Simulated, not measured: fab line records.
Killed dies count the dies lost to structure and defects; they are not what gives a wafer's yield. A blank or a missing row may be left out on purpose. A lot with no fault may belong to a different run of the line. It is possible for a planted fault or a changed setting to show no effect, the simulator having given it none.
Check of tool commonality ; flow berkeley_cmos170 ; 14 lots and 48 wafers in the sample

== WHAT PROMPTED THE OPENING ==
At UCB170_NSD_TW_MEAS_10 the reading NSD_TW is flagged on 2 of 14 lots. No-fault wafers: 4192, standard deviation 43.
Rule: a lot is flagged in two cases, either no wafer of it has a number, or all its wafers with numbers fall more than 4 standard deviations from that mean. As for the other lots, they are considered sound.

lot;measured;on;NSD_TW, wafer by wafer;flag
L563;day 7 19:27;film_metro-04;4265 4242 4273;
L566;day 8 05:52;film_metro-04;4214 4222 4224;
L567;day 8 06:31;film_metro-02;3748 3763 3747 3753 3724 3746;FLAGGED
L568;day 9 06:42;film_metro-04;3802 3813 3802 3800 3822 3806;FLAGGED
L577;day 10 15:52;film_metro-01;4169 4160 4137;
L576;day 10 16:09;film_metro-01;4161 4152 4141;
L575;day 10 16:23;film_metro-04;4227 4229 4240;
L579;day 11 04:40;film_metro-04;4227 4214 4238;
L580;day 11 23:01;film_metro-04;4227 4225 4261;
L585;day 12 09:19;film_metro-04;4264 4251 4244;
L581;day 12 09:22;film_metro-02;4138 4163 4124;
L583;day 12 10:07;film_metro-01;4156 4199 4139;
L584;day 12 10:23;film_metro-01;4140 4154 4137;
L586;day 12 18:11;film_metro-01;4126 4167 4147;
The mean of the flagged lots' numbers is 3777, -415 from the usual (-10 standard deviations).

== TOOL THAT RAN EACH LOT ==
Before the reading, the record contains 2 process steps out of a 331-step route. Read each cell as the tool, then ch plus the chambers that the sampled wafers visited, then the start.
lot;flag;UCB170_NSD_IMPLANT_08;UCB170_NSD_STRIP_09
L563;;implanter-01 ch 0, day 7 19:13;plasma_asher-04 ch 0,1, day 7 19:20
L566;;implanter-01 ch 0, day 8 05:39;plasma_asher-02 ch 0,1, day 8 05:47
L567;FLAGGED;implanter-01 ch 0, day 8 06:17;plasma_asher-02 ch 0,1, day 8 06:25
L568;FLAGGED;implanter-01 ch 0, day 9 06:28;plasma_asher-04 ch 0,1, day 9 06:35
L577;;implanter-03 ch 0, day 10 15:37;plasma_asher-02 ch 1, day 10 15:46
L576;;implanter-03 ch 0, day 10 15:55;plasma_asher-04 ch 0,1, day 10 16:02
L575;;implanter-04 ch 0, day 10 16:08;plasma_asher-01 ch 0,1, day 10 16:17
L579;;implanter-03 ch 0, day 11 04:26;plasma_asher-01 ch 0,1, day 11 04:34
L580;;implanter-01 ch 0, day 11 22:46;plasma_asher-02 ch 0,1, day 11 22:55
L585;;implanter-01 ch 0, day 12 09:04;plasma_asher-02 ch 0,1, day 12 09:13
L581;;implanter-03 ch 0, day 12 09:07;plasma_asher-04 ch 0,1, day 12 09:16
L583;;implanter-01 ch 0, day 12 09:52;plasma_asher-01 ch 0,1, day 12 10:01
L584;;implanter-04 ch 0, day 12 10:08;plasma_asher-02 ch 0,1, day 12 10:17
L586;;implanter-01 ch 0, day 12 17:56;plasma_asher-02 ch 0,1, day 12 18:04
These steps, and what they do:
- UCB170_NSD_IMPLANT_08
- UCB170_NSD_STRIP_09: strips in O2.
- UCB170_NSD_TW_MEAS_10

== FLAGGED AGAINST TOTAL, ONE TOOL AT A TIME (gauges that did the reading follow at the end) ==
step;tool;lots run;flagged;share of the flagged lots;sound lots run after its first flagged lot
UCB170_NSD_IMPLANT_08;implanter-01;8;2;all;4 (L580,L585,L583,L586)
UCB170_NSD_IMPLANT_08;implanter-03;4;0;none;-
UCB170_NSD_IMPLANT_08;implanter-04;2;0;none;-
UCB170_NSD_STRIP_09;plasma_asher-01;3;0;none;-
UCB170_NSD_STRIP_09;plasma_asher-02;7;1;some;5 (L577,L580,L585,L584,L586)
UCB170_NSD_STRIP_09;plasma_asher-04;4;1;some;2 (L576,L581)
UCB170_NSD_TW_MEAS_10;film_metro-01;5;0;none;-
UCB170_NSD_TW_MEAS_10;film_metro-02;2;1;some;1 (L581)
UCB170_NSD_TW_MEAS_10;film_metro-04;7;1;some;4 (L575,L579,L580,L585)

== THE TABLE: WHAT IT ALLOWS ==
All flagged lots share 1 row of the table, namely implanter-01 at UCB170_NSD_IMPLANT_08.
- implanter-01 at UCB170_NSD_IMPLANT_08: 2 of its 8 lots flagged. Sound lots ran on it after the first flagged one (L580, L585, L583, L586), which a lasting fault on the whole tool wouldn't allow. Its own readings lie more than 4 standard deviations out on every wafer of the flagged lots: dose_ions_cm2, end_station_pressure_torr, faraday_current_uA.
No row of the table ran every flagged lot and no sound lot after the first.

== WHAT THE SIMULATOR HAD PUT IN ==
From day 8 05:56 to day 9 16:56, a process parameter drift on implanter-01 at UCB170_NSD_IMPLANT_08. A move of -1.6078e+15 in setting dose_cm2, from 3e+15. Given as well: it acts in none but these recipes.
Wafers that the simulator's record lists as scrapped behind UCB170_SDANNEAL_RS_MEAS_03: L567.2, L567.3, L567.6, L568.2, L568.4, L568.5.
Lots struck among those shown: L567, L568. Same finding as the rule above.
